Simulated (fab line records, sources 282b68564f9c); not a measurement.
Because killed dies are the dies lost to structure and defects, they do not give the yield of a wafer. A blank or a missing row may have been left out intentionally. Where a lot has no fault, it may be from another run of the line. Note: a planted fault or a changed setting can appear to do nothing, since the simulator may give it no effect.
What tool caused it? + flow rit cmos + 14 lots, 42 wafers sampled, at 2 steps of a route of 202

WHAT THE GAUGES READ, wafer by wafer
RIT_GATE_THK_MEAS_07. Usual: GATE_OXIDE_THK typically reads 3.02 nm, with standard deviation 0.062.
| lot  | measured    | on            | GATE_OXIDE_THK (nm) | flag |
|------|-------------|---------------|---------------------|------|
| L294 | day 2 14:59 | film metro-01 | 3.12 3.12 3.11      |      |
| L296 | day 2 20:20 | film metro-04 | 3.03 3.12 3.09      |      |
| L297 | day 3 06:22 | film metro-03 | 3.08 3.05 3.11      |      |
| L298 | day 3 08:14 | film metro-04 | 3.11 3.01 3.00      |      |
| L299 | day 3 21:28 | film metro-04 | 3.03 3.08 3.11      |      |
| L302 | day 4 12:51 | film metro-03 | 2.96 3.00 2.98      |      |
| L303 | day 4 16:14 | film metro-04 | 3.00 2.97 3.00      |      |
| L304 | day 4 17:41 | film metro-04 | 3.03 3.00 3.06      |      |
| L305 | day 5 03:59 | film metro-03 | 3.04 3.01 3.06      |      |
| L306 | day 5 03:59 | film metro-01 | 2.94 3.01 2.96      |      |
| L308 | day 5 13:15 | film metro-01 | 3.02 2.97 3.01      |      |
| L309 | day 5 15:54 | film metro-04 | 2.71 2.75 2.76      | OFF  |
| L311 | day 6 04:33 | film metro-04 | 3.10 3.11 3.08      |      |
| L312 | day 6 07:43 | film metro-01 | 2.82 2.65 2.76      | OFF  |

TOOL THAT RAN EACH LOT (tool first, then ch and the chambers of the sampled wafers, then the start)
| lot  | RIT_GATE_OXIDATION_05        |
|------|------------------------------|
| L294 | furnace-04 ch 0, day 2 13:28 |
| L296 | furnace-01 ch 0, day 2 19:00 |
| L297 | furnace-01 ch 0, day 3 03:04 |
| L298 | furnace-04 ch 0, day 3 06:55 |
| L299 | furnace-01 ch 0, day 3 20:06 |
| L302 | furnace-01 ch 0, day 4 11:04 |
| L303 | furnace-03 ch 0, day 4 13:35 |
| L304 | furnace-04 ch 0, day 4 16:22 |
| L305 | furnace-04 ch 0, day 4 22:59 |
| L306 | furnace-04 ch 0, day 4 22:59 |
| L308 | furnace-03 ch 0, day 5 11:03 |
| L309 | furnace-04 ch 0, day 5 13:15 |
| L311 | furnace-01 ch 0, day 6 02:58 |
| L312 | furnace-04 ch 0, day 6 06:21 |
- RIT_GATE_OXIDATION_05: target thk 3 nm, ox time 270 s.

WHAT THE TOOLS THEMSELVES READ (means of the sampled wafers that have a number; where no wafer has one, the mark that the record gives instead)
RIT_GATE_OXIDATION_05. Usual: spike tc centre C 902.5 C, standard deviation 1.1; tube_center_temp_C_max 902.4, standard deviation 0.41.
| lot  | tool       | spike tc centre C (C) | tube_center_temp_C_max | flag |
|------|------------|-----------------------|------------------------|------|
| L294 | furnace-04 | 903.4                 | 902.3                  |      |
| L296 | furnace-01 | 902.7                 | 902.5                  |      |
| L297 | furnace-01 | 902.5                 | 902.5                  |      |
| L298 | furnace-04 | 903.5                 | 902.6                  |      |
| L299 | furnace-01 | 902.6                 | 902.5                  |      |
| L302 | furnace-01 | 902.0                 | 902.7                  |      |
| L303 | furnace-03 | 900.3                 | 902.8                  |      |
| L304 | furnace-04 | 903.7                 | 902.1                  |      |
| L305 | furnace-04 | 904.6                 | 902.2                  |      |
| L306 | furnace-04 | 903.2                 | 902.3                  |      |
| L308 | furnace-03 | 903.1                 | 902.4                  |      |
| L309 | furnace-04 | 903.6                 | 902.5                  |      |
| L311 | furnace-01 | 902.6                 | 902.4                  |      |
| L312 | furnace-04 | 902.6                 | 902.2                  |      |

THE ANSWER, worked out from the rows above alone
Rule: a lot is off if the mean of its wafers that have a number lies more than 3 standard deviations from the usual mean. A lot without any number at a reading at which 4 lots or more have one is off too. The other lots that the step has rows for count as sound. The gauges are gone through in route order, then the tools' own readings, and for those a lot's mean is taken as printed above. At the first step where some lot is off, the reading lying furthest off is the one used; lots without a number count as furthest.
Off: L309, L312, seen at RIT_GATE_THK_MEAS_07 (GATE_OXIDE_THK).
If a tool, at a process step before that reading, ran all the lots that are off and no sound lot after the first of them, it fits. Those tools and the gauges at RIT_GATE_THK_MEAS_07 are tried in the same way. One fits: RIT_GATE_OXIDATION_05 on furnace-04. Its last sound lot is L305 (day 4 22:59), its first lot that is off L309 (day 5 13:15): a fault that began between those two fits.

WHAT HAD BEEN PUT IN BY THE SIMULATOR
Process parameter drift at RIT_GATE_OXIDATION_05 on furnace-04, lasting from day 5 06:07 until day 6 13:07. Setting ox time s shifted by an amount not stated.
Shown lots that were struck: L309, L312. Same finding as the rule above.
